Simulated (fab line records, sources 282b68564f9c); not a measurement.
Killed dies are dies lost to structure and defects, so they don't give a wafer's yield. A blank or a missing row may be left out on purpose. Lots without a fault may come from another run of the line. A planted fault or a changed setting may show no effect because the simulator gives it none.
A struck lot beside a sound one | flow rit_cmos | 39 steps out of a route of 202
Sound: wafers L693.2, L693.3, L693.4. Struck: wafers L703.3, L703.4, L703.6. The cause comes at the end.
At each step with rows: each side's tool, then ch and its chambers, then its first start. Under that, the readings that differ: sound wafers | struck wafers | difference of the means | sigmas: that difference in standard deviations of wafers without a fault.
alike: readings whose means differ by less than 2 such deviations, and words and numbers that are the same on both sides. not compared: withheld readings, readings that some wafer has no value for, bounds like >300 that may hide the same value, and numbers for which the record gives no deviation and whose values overlap.
The two part at a step that has a row with sigmas, a row that says differs or no value, or rows on one side only. Numbers that don't overlap but have no deviation are shown without sigmas and don't part them. A reading that every wafer of one side lacks parts them only if that side has two wafers or more.

first, 3 steps without rows for these wafers: RIT_GATE_EXPOSE_13 (exposes mask M6, target cd 150 nm); RIT_GATE_PEB_14; RIT_GATE_DEVELOP_15 (develop time 50 s).
RIT_GATE_CD_MEAS_16: target cd 150 nm.
  sound on cd_sem-01, day 3 08:13; struck on cd_sem-01, day 5 15:02
  alike: cd_nm
RIT_GATE_OVL_MEAS_17:
  sound on overlay-01, day 3 08:19; struck on overlay-01, day 5 15:07
  alike: GATE_OVL
then, 1 step without rows for these wafers: RIT_GATE_HARDBAKE_18 (time 60 s).
RIT_GATE_ETCH_19: etches poly-Si in SF6/CHF3/O2, stops on SiO2, time 165 s, target depth 312.5 nm.
  sound on rie_si-02 ch 0,1,2, day 3 08:30; struck on rie_si-02 ch 0,1, day 5 15:22
  alike: SF6_flow_sccm, drypump_motor_current_A, oes_product_au, throttle_valve_pct
  not compared: rf_hours_counter_h
RIT_GATE_STRIP_20: strips in O2, time 180 s.
  sound on plasma_asher-02 ch 0,1, day 3 08:37; struck on plasma_asher-02 ch 0,1, day 5 15:32
  alike: drypump_motor_current_A
  not compared: rf_hours_counter_h
RIT_GATE_CD_MEAS_90: target cd 150 nm.
  sound on cd_sem-01, day 3 08:49; struck on cd_sem-01, day 5 15:41
  alike: cd_nm
then, 3 steps without rows for these wafers: RIT_REOX_CLEAN_00 (cleans in SC1, time 600 s); RIT_REOX_CLEAN_01 (cleans in dHF, time 30 s); RIT_REOX_CLEAN_02 (cleans in SC2, time 600 s).
RIT_REOX_OXIDATION_03: target thk 25.2 nm, ox time 5580 s.
  sound on furnace-02 ch 0, day 3 09:16; struck on furnace-02 ch 0, day 5 18:16
  reading                                     | sound             | struck            | difference | sigmas
  model.SiO2_of_REOX_OXIDATION_03.thk_nm (nm) | 24.95 25.55 24.86 | 27.65 27.66 27.64 | +2.53      |
RIT_REOX_THK_MEAS_04:
  sound on film_metro-04, day 3 11:50; struck on film_metro-03, day 5 20:50
  reading             | sound          | struck         | difference | sigmas
  REOX_OXIDE_THK (nm) | 24.9 25.5 24.9 | 27.7 27.7 27.6 | +2.6       | +5
then, 6 steps without rows for these wafers: RIT_NLDD_HMDS_00 (prime time 60 s); RIT_NLDD_COAT_01 (resist thk 1000 nm); RIT_NLDD_SOFTBAKE_02 (time 60 s); RIT_NLDD_EXPOSE_03 (exposes mask M7, target cd 40700 nm); RIT_NLDD_PEB_04; RIT_NLDD_DEVELOP_05 (develop time 50 s).
RIT_NLDD_OVL_MEAS_06:
  sound on overlay-01, day 3 12:56; struck on overlay-02, day 5 21:44
  alike: NLDD_OVL
then, 2 steps without rows for these wafers: RIT_NLDD_HARDBAKE_07 (time 60 s); RIT_NLDD_IMPLANT_08.
RIT_NLDD_STRIP_09: strips in O2, time 180 s.
  sound on plasma_asher-02 ch 0,1, day 3 13:16; struck on plasma_asher-02 ch 0,1, day 5 22:07
  alike: drypump_motor_current_A
  not compared: rf_hours_counter_h
RIT_NLDD_TW_MEAS_10:
  sound on film_metro-04, day 3 13:27; struck on film_metro-02, day 5 22:16
  alike: NLDD_TW
then, 6 steps without rows for these wafers: RIT_PLDD_HMDS_00 (prime time 60 s); RIT_PLDD_COAT_01 (resist thk 1000 nm); RIT_PLDD_SOFTBAKE_02 (time 60 s); RIT_PLDD_EXPOSE_03 (exposes mask M8, target cd 40900 nm); RIT_PLDD_PEB_04; RIT_PLDD_DEVELOP_05 (develop time 50 s).
RIT_PLDD_OVL_MEAS_06:
  sound on overlay-02, day 3 14:22; struck on overlay-01, day 5 23:10
  alike: PLDD_OVL
then, 2 steps without rows for these wafers: RIT_PLDD_HARDBAKE_07 (time 60 s); RIT_PLDD_IMPLANT_08.
RIT_PLDD_STRIP_09: strips in O2, time 180 s.
  sound on plasma_asher-03 ch 0,1, day 3 14:42; struck on plasma_asher-03 ch 0,1, day 5 23:32
  alike: drypump_motor_current_A
  not compared: rf_hours_counter_h
RIT_PLDD_TW_MEAS_10:
  sound on film_metro-01, day 3 14:53; struck on film_metro-02, day 5 23:41
  reading | sound          | struck         | difference | sigmas
  PLDD_TW | 2402 2390 2401 | 2349 2345 2348 | -50        | -2
RIT_SPACER_CLEAN_00: cleans in SC1, time 600 s.
  sound on wet_bench-03 ch 0, day 3 14:56; struck on wet_bench-03 ch 2, day 5 23:43
  reading                                     | sound             | struck            | difference | sigmas
  model.SiO2_of_REOX_OXIDATION_03.thk_nm (nm) | 23.02 23.57 22.94 | 25.51 25.53 25.51 | +2.34      |
  alike: temp_c
then, 1 step without rows for these wafers: RIT_SPACER_CLEAN_01 (cleans in dHF, time 30 s).
RIT_M1_PROBE_99:
  sound on prober-01, day 4 04:32; struck on prober-01, day 6 15:37
  reading                             | sound             | struck            | difference | sigmas
  model.etest.pmos_turned.r_on_ohm_um | 3368 3570 3506    | 3907 3923 3920    | +435       |
  model.etest.pmos_0p3.r_on_ohm_um    | 6168 6398 6416    | 6559 6704 6736    | +339       |
  model.etest.pmos_0p15.r_on_ohm_um   | 2713 2844 2822    | 2999 3037 3035    | +231       |
  model.etest.pldd.rs_ohm_sq          | 520.8 547.9 513.6 | 698.1 696.3 685.7 | +165.9     |
  model.etest.nmos_0p15.r_on_ohm_um   | 1058 1118 1124    | 1151 1153 1142    | +49        |
  model.etest.nmos_0p3.r_on_ohm_um    | 2091 2149 2154    | 2185 2217 2209    | +72        |
  model.etest.nldd.rs_ohm_sq          | 364.1 376.4 360.9 | 412.4 413.1 407.1 | +43.7      |
  model.etest.pldd.line_ohm_um        | 166.6 177.1 161   | 217.6 218.6 215.9 | +49.1      |
  alike: killed_at_contacts, killed_at_front_end, killed_dies, killed_open, killed_short

WHERE THEY PART
First at RIT_REOX_THK_MEAS_04; last, within this record, at RIT_PLDD_TW_MEAS_10. Later steps at which nothing parts them and some readings are alike: RIT_SPACER_CLEAN_00, RIT_M1_PROBE_99.

WHY: what the simulator had put in
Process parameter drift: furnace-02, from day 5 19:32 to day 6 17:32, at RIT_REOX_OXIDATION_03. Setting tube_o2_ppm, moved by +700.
